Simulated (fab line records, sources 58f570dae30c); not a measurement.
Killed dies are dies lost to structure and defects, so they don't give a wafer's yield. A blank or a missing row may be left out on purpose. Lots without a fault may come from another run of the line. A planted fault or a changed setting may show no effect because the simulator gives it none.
fab line records | flow berkeley_cmos170
record lots=11 wafers=33 last_day=13
route steps=331 shown GATE@135
lots that met no fault: from a run of the same line without faults
start_h: hours from the record's first day to the start of the lot's first wafer shown | wait_h: hours since the lot's step before | " the same as in the row above | L1.1+2: a row that stands for several wafers | - no value, or no start given | * or withheld: withheld | < > ~ a bound
route shown NAME@n: a module of which the file shows steps, and the number in the route of the first | usual: mean/standard deviation of fault-free wafers | same: alike in all rows | chamber/n: place in a boat | sites: the reading at each site | _std_site: their standard deviation | _edge_site: outer sites' mean less inner sites' | radius_mm: how far each site lies from the wafer's centre | mask NAME#n: copy n | behind: the tool/chamber that last shaped the wafer | hold: why the lot was held/for how many hours/how that ended | device: the transistor (n, p or np) that didn't switch | end of line: the same wafers' tests at the end of the route | a step without rows: its recipe alone | killed: dies lost to structure and defects at the first sort, not the wafer's yield | map: a wafer's dies, x killed, . not, _ none there
set.NAME: the setting as run; set.NAME@STEP: as run at that earlier step | model.NAME: the simulator's own value behind a step, which no gauge read
steps of the route over a sample of lots; a table a step, a row a wafer
services: from which hour (start_h, from the record's first day; less than 0 if before it) a tool's chamber was out of use, for how many hours, and why
## steps
# step UCB170_GATE_EXPOSE_09
# recipe mask_id=POLY target_cd_nm=350 na=0.5 sigma_outer=0.6 source_shape=conventional dose_mj=21
# columns lot.wafer tool chamber start_h wait_h mask
L291.1+3+4 krf_scanner-01 0 152.98 - POLY#0
L293.3+4+5 krf_scanner-01 0 153.13 - POLY#0
L292.2+4+6 krf_scanner-01 0 153.23 - POLY#0
L290.2+5+6 krf_scanner-01 0 153.46 - POLY#0
L294.1+4+5 krf_scanner-02 0 170.23 - POLY#0
L295.4+5+6 krf_scanner-01 0 170.53 - POLY#0
L302.1+2+3 krf_scanner-02 0 197.98 - POLY#0
L300.1+5+6 krf_scanner-02 0 198.10 - POLY#0
L305.3+4+6 krf_scanner-02 0 236.91 - POLY#0
L311.1+2+3 krf_scanner-01 0 262.99 - POLY#0
L313.1+2+6 krf_scanner-01 0 271.61 - POLY#0
# step UCB170_GATE_OVL_MEAS_13
# usual GATE_OVL=-2/5.8
# columns lot.wafer tool chamber start_h wait_h GATE_OVL[nm]
L291.1 overlay-01 - 153.63 0.1 -4
L291.3 " - " " -5
L291.4 " - " " -5
L293.3 overlay-02 - 153.69 0.1 -9
L293.4 " - " " -5
L293.5 " - " " 1
L292.2 overlay-02 - 153.75 0.1 5
L292.4 " - " " 7
L292.6 " - " " 2
L290.2 overlay-02 - 154.36 0.1 -4
L290.5 " - " " 1
L290.6 " - " " -5
L294.1 overlay-02 - 171.10 0.1 0
L294.4 " - " " -1
L294.5 " - " " -4
L295.4 overlay-01 - 171.36 0.1 8
L295.5 " - " " 6
L295.6 " - " " 13
L302.1 overlay-02 - 198.53 0.1 34
L302.2 " - " " 36
L302.3 " - " " 34
L300.1 overlay-01 - 198.65 0.1 35
L300.5 " - " " 32
L300.6 " - " " 33
L305.3 overlay-02 - 237.40 0.1 32
L305.4 " - " " 41
L305.6 " - " " 40
L311.1 overlay-01 - 264.08 0.1 12
L311.2 " - " " 1
L311.3 " - " " 2
L313.1 overlay-02 - 272.12 0.1 0
L313.2 " - " " 0
L313.6 " - " " -5
## services
# columns tool chamber start_h hours kind
krf_scanner-02 - 152.57 0.8 pm
krf_scanner-01 - 173.67 1.3 pm
krf_scanner-02 - 183.42 1.3 repair
krf_scanner-01 - 185.97 1.3 repair
krf_scanner-01 - 200.53 0.3 repair
krf_scanner-01 0 211.17 - calibration
krf_scanner-02 0 219.68 - calibration
krf_scanner-02 - 229.89 1.3 pm
krf_scanner-02 - 241.02 1.0 pm
## key
first_sign step=UCB170_GATE_OVL_MEAS_13 reading=GATE_OVL direction=up sigmas=6.5 usual=-2 struck=35
effect none on later readings
met_at UCB170_GATE_EXPOSE_09
struck_lots L300,L302,L305
tester_left_out L300,L302,L305
onset_between 170.23 197.98
fault kind=scanner_matching_overlay tool=krf_scanner-02 chamber=- onset_h=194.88 steps=UCB170_GATE_EXPOSE_09 offset=38.388
# tester_left_out: of these lots the tester's yield and bins aren't shown, on N5 and GAA mostly nor the transistor test; their killed dies are dies lost to structure and defects alone, not to doping, threshold or leakage, so they don't give the yield
